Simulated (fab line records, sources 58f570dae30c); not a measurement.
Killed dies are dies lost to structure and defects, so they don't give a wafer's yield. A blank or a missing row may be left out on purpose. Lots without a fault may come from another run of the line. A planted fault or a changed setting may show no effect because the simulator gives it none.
Which tool did it? | flow berkeley_cmos170 | 15 lots, 45 wafers sampled, at 3 steps of a route of 331

WHAT THE GAUGES READ, wafer by wafer
UCB170_M2_CD_MEAS_90: target cd 700 nm. Usual: cd_nm 698 nm, standard deviation 4.7.
lot  | measured     | on        | cd_nm (nm)  | flag
L665 | day 8 04:41  | cd_sem-01 | 696 693 689 |
L663 | day 8 05:01  | cd_sem-02 | 696 701 698 |
L666 | day 8 14:43  | cd_sem-02 | 699 696 689 |
L667 | day 9 07:23  | cd_sem-01 | 695 704 695 |
L668 | day 9 07:23  | cd_sem-02 | - - -       | OFF
L671 | day 9 19:45  | cd_sem-01 | - - -       | OFF
L669 | day 9 20:08  | cd_sem-02 | - - -       | OFF
L670 | day 9 22:19  | cd_sem-02 | 704 696 699 |
L676 | day 11 07:11 | cd_sem-02 | 703 704 703 |
L677 | day 11 23:55 | cd_sem-02 | 698 696 696 |
L679 | day 12 07:02 | cd_sem-02 | 697 697 692 |
L680 | day 12 09:04 | cd_sem-02 | 696 697 695 |
L682 | day 12 16:38 | cd_sem-02 | 693 692 693 |
L683 | day 12 18:11 | cd_sem-01 | 698 702 700 |
L686 | day 13 19:01 | cd_sem-02 | 704 698 700 |

WHICH TOOL RAN EACH LOT (tool, then ch and the chambers of the sampled wafers, then the start)
lot  | UCB170_M2_ETCH_17                  | UCB170_M2_METAL_ETCH_18
L665 | rie_diel-02 ch 0,3, day 8 04:20    | rie_metal-03 ch 0,1, day 8 04:23
L663 | rie_diel-01 ch 1,2, day 8 04:40    | rie_metal-01 ch 0,1, day 8 04:42
L666 | rie_diel-01 ch 0,2, day 8 14:24    | rie_metal-03 ch 0,1, day 8 14:26
L667 | rie_diel-02 ch 1,2,3, day 9 07:01  | rie_metal-04 ch 0,1, day 9 07:07
L668 | rie_diel-04 ch 2,3, day 9 07:03    | rie_metal-01 ch 0,1, day 9 07:05
L671 | rie_diel-04 ch 0,2,3, day 9 19:24  | rie_metal-04 ch 0,1, day 9 19:26
L669 | rie_diel-02 ch 2,3, day 9 19:48    | rie_metal-03 ch 0,1, day 9 19:51
L670 | rie_diel-02 ch 0,1,3, day 9 21:59  | rie_metal-04 ch 0,1, day 9 22:01
L676 | rie_diel-01 ch 1,2, day 11 06:49   | rie_metal-01 ch 0,1, day 11 06:56
L677 | rie_diel-02 ch 0,1,2, day 11 23:34 | rie_metal-03 ch 1, day 11 23:37
L679 | rie_diel-02 ch 1,2, day 12 06:43   | rie_metal-03 ch 0,1, day 12 06:45
L680 | rie_diel-01 ch 1,2, day 12 08:42   | rie_metal-01 ch 0,1, day 12 08:45
L682 | rie_diel-02 ch 0,2,3, day 12 16:18 | rie_metal-03 ch 0,1, day 12 16:20
L683 | rie_diel-04 ch 0,1,3, day 12 17:51 | rie_metal-04 ch 0,1, day 12 17:53
L686 | rie_diel-02 ch 0,1,2, day 13 18:30 | rie_metal-01 ch 1, day 13 18:32
- UCB170_M2_ETCH_17: etches BARC in N2/H2.
- UCB170_M2_METAL_ETCH_18: etches Al in Cl2/BCl3, stops on SiO2, target depth 1170 nm, time 195 s.

WHAT THE TOOLS THEMSELVES READ (means of the sampled wafers that have a number; where no wafer has one, the mark that the record gives instead)
UCB170_M2_ETCH_17. Usual: bias_w 100.0 W, standard deviation 0.31; chamber_pressure_mTorr 30.00 mTorr, standard deviation 0.041; drypump_motor_current_A 5.8 A, standard deviation 0.43; oes_product_au 1.003 a.u., standard deviation 0.021; throttle_valve_pct 13.34 %, standard deviation 0.19.
lot  | tool        | bias_w (W) | chamber_pressure_mTorr (mTorr) | drypump_motor_current_A (A) | oes_product_au (a.u.) | throttle_valve_pct (%) | flag
L665 | rie_diel-02 | 99.9       | 30.02                          | 5.2                         | 1.013                 | 13.08                  |
L663 | rie_diel-01 | 99.7       | 29.96                          | 6.2                         | 1.016                 | 13.49                  |
L666 | rie_diel-01 | 100.0      | 30.01                          | 6.0                         | 1.018                 | 13.34                  |
L667 | rie_diel-02 | 99.8       | 30.02                          | 5.6                         | 0.984                 | 13.37                  |
L668 | rie_diel-04 | -          | -                              | -                           | -                     | -                      | OFF
L671 | rie_diel-04 | -          | -                              | -                           | -                     | -                      | OFF
L669 | rie_diel-02 | -          | -                              | -                           | -                     | -                      | OFF
L670 | rie_diel-02 | 100.4      | 29.99                          | 5.6                         | 0.999                 | 13.22                  |
L676 | rie_diel-01 | 100.1      | 30.01                          | 6.2                         | 1.001                 | 13.49                  |
L677 | rie_diel-02 | 99.8       | 30.11                          | 5.6                         | 0.990                 | 13.34                  |
L679 | rie_diel-02 | 99.8       | 30.01                          | 5.7                         | 0.982                 | 13.49                  |
L680 | rie_diel-01 | 100.2      | 30.01                          | 6.2                         | 1.018                 | 13.49                  |
L682 | rie_diel-02 | 99.9       | 30.01                          | 5.2                         | 1.004                 | 13.21                  |
L683 | rie_diel-04 | 99.9       | 30.00                          | 6.2                         | 1.003                 | 13.29                  |
L686 | rie_diel-02 | 99.9       | 29.98                          | 5.6                         | 0.989                 | 13.33                  |

UCB170_M2_METAL_ETCH_18. Usual: bcl3_flow_sccm 45.00 sccm, standard deviation 0.13; bias_w 120.0 W, standard deviation 0.34; drypump_motor_current_A 5.67 A, standard deviation 0.22; oes_product_au 0.858 a.u., standard deviation 0.0081; throttle_valve_pct 24.36 %, standard deviation 0.29.
lot  | tool         | bcl3_flow_sccm (sccm) | bias_w (W) | drypump_motor_current_A (A) | oes_product_au (a.u.) | throttle_valve_pct (%) | flag
L665 | rie_metal-03 | 45.09                 | 120.1      | 5.46                        | 0.850                 | 24.32                  |
L663 | rie_metal-01 | 45.02                 | 119.5      | 5.96                        | 0.859                 | 24.64                  |
L666 | rie_metal-03 | 44.92                 | 119.7      | 5.47                        | 0.846                 | 24.31                  |
L667 | rie_metal-04 | 45.14                 | 119.8      | 5.68                        | 0.868                 | 24.48                  |
L668 | rie_metal-01 | 45.04                 | 119.9      | 5.97                        | 0.374                 | 24.86                  | OFF
L671 | rie_metal-04 | 44.99                 | 120.1      | 5.67                        | 0.378                 | 24.70                  | OFF
L669 | rie_metal-03 | 45.01                 | 120.1      | 5.62                        | 0.374                 | 24.43                  | OFF
L670 | rie_metal-04 | 45.00                 | 119.9      | 5.68                        | 0.860                 | 24.48                  |
L676 | rie_metal-01 | 45.03                 | 120.1      | 5.97                        | 0.862                 | 24.63                  |
L677 | rie_metal-03 | 44.85                 | 119.6      | 5.75                        | 0.850                 | 24.08                  |
L679 | rie_metal-03 | 45.02                 | 119.9      | 5.48                        | 0.856                 | 24.31                  |
L680 | rie_metal-01 | 44.90                 | 120.1      | 5.95                        | 0.856                 | 24.64                  |
L682 | rie_metal-03 | 44.99                 | 119.9      | 5.46                        | 0.852                 | 24.31                  |
L683 | rie_metal-04 | 44.97                 | 120.4      | 5.59                        | 0.866                 | 24.30                  |
L686 | rie_metal-01 | 44.90                 | 120.1      | 5.68                        | 0.858                 | 24.13                  |

THE ANSWER, worked out from the rows above alone
Rule: a lot is off if the mean of its wafers that have a number lies more than 3 standard deviations from the usual mean. A lot without any number at a reading at which 4 lots or more have one is off too. The other lots that the step has rows for count as sound. The gauges are gone through in route order, then the tools' own readings, and for those a lot's mean is taken as printed above. The first step at which some lot is off is used, and at that step the reading that is off furthest; a lot without a number counts as furthest.
Off: L668, L671, L669, at UCB170_M2_CD_MEAS_90 (cd_nm). Without a number there: L668, L671, L669.
A tool fits if, at a process step before that reading, it ran every lot that is off, and no sound lot after the first of them. The gauges at UCB170_M2_CD_MEAS_90 aren't tried: what is off there is off at UCB170_M2_ETCH_17 too, on other tools, and a gauge's error can't cause that. None of those tried fits.

WHAT THE SIMULATOR HAD PUT IN
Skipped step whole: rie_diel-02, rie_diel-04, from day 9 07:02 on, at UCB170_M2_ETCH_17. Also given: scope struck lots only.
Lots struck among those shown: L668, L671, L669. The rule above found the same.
